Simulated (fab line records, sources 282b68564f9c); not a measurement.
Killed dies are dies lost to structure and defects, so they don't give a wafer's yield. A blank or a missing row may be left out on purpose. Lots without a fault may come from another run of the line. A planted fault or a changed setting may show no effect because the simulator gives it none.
Which tool did it? | flow rit_cmos | 7 lots, 21 wafers sampled, at 3 steps of a route of 202

WHAT THE GAUGES READ, wafer by wafer
RIT_SDANNEAL_RS_MEAS_04: measures by four-point-probe.
lot  | measured    | on            | PSD_RS (ohm/sq)
L153 | day 4 01:56 | film_metro-02 | 115.96 116.02 115.98
L155 | day 4 18:35 | film_metro-03 | 115.67 115.64 115.59
L157 | day 5 03:19 | film_metro-03 | 115.74 115.88 115.89
L159 | day 5 22:09 | film_metro-03 | 115.66 115.37 115.61
L163 | day 6 06:58 | film_metro-03 | 115.66 116.01 115.73
L168 | day 7 01:05 | film_metro-02 | 115.96 115.58 115.43
L172 | day 7 12:50 | film_metro-03 | 128.50 128.13 128.09

WHICH TOOL RAN EACH LOT (tool, then ch and the chambers of the sampled wafers, then the start)
lot  | RIT_PLDD_STRIP_09                   | RIT_SDANNEAL_RTA_03
L153 | plasma_asher-02 ch 0, day 3 19:48   | rtp_anneal-01 ch 0, day 4 01:52
L155 | plasma_asher-03 ch 1, day 4 12:18   | rtp_anneal-01 ch 0, day 4 18:32
L157 | plasma_asher-02 ch 0,1, day 4 20:43 | rtp_anneal-01 ch 0, day 5 03:14
L159 | plasma_asher-04 ch 0,1, day 5 14:51 | rtp_anneal-01 ch 0, day 5 22:05
L163 | plasma_asher-03 ch 0,1, day 5 22:29 | rtp_anneal-01 ch 0, day 6 06:53
L168 | plasma_asher-03 ch 0, day 6 18:49   | rtp_anneal-01 ch 0, day 7 01:01
L172 | plasma_asher-03 ch 0,1, day 7 06:41 | rtp_anneal-02 ch 0, day 7 12:47
- RIT_PLDD_STRIP_09: strips in O2, time 180 s.
- RIT_SDANNEAL_RTA_03: time 5 s.

THE ANSWER, worked out from the rows above alone
Rule: what is usual is taken from the lots themselves. Put in order of their means at a reading, lots are off if they are a third of the lots or fewer, leave a main group of 4 or more, and stand apart from it by a gap of 3 or more times the standard deviation of the main group's means; of several such gaps the widest counts. A main group whose means are all the same, to the digits that the tables above print for the reading, isn't used. A lot without any number at a reading at which 4 lots or more have one is off too. The other lots that the step has rows for count as sound.
Off: L172, at RIT_SDANNEAL_RS_MEAS_04 (PSD_RS). The main group: mean 115.74 ohm/sq, standard deviation 0.15.
A tool fits if, at a process step before that reading, it ran every lot that is off, and no sound lot after the first of them. The gauges at RIT_SDANNEAL_RS_MEAS_04 are tried like those tools. Can't be told from this: 3 tools fit, plasma_asher-03 at RIT_PLDD_STRIP_09, rtp_anneal-02 at RIT_SDANNEAL_RTA_03, film_metro-03 at RIT_SDANNEAL_RS_MEAS_04.

WHAT THE SIMULATOR HAD PUT IN
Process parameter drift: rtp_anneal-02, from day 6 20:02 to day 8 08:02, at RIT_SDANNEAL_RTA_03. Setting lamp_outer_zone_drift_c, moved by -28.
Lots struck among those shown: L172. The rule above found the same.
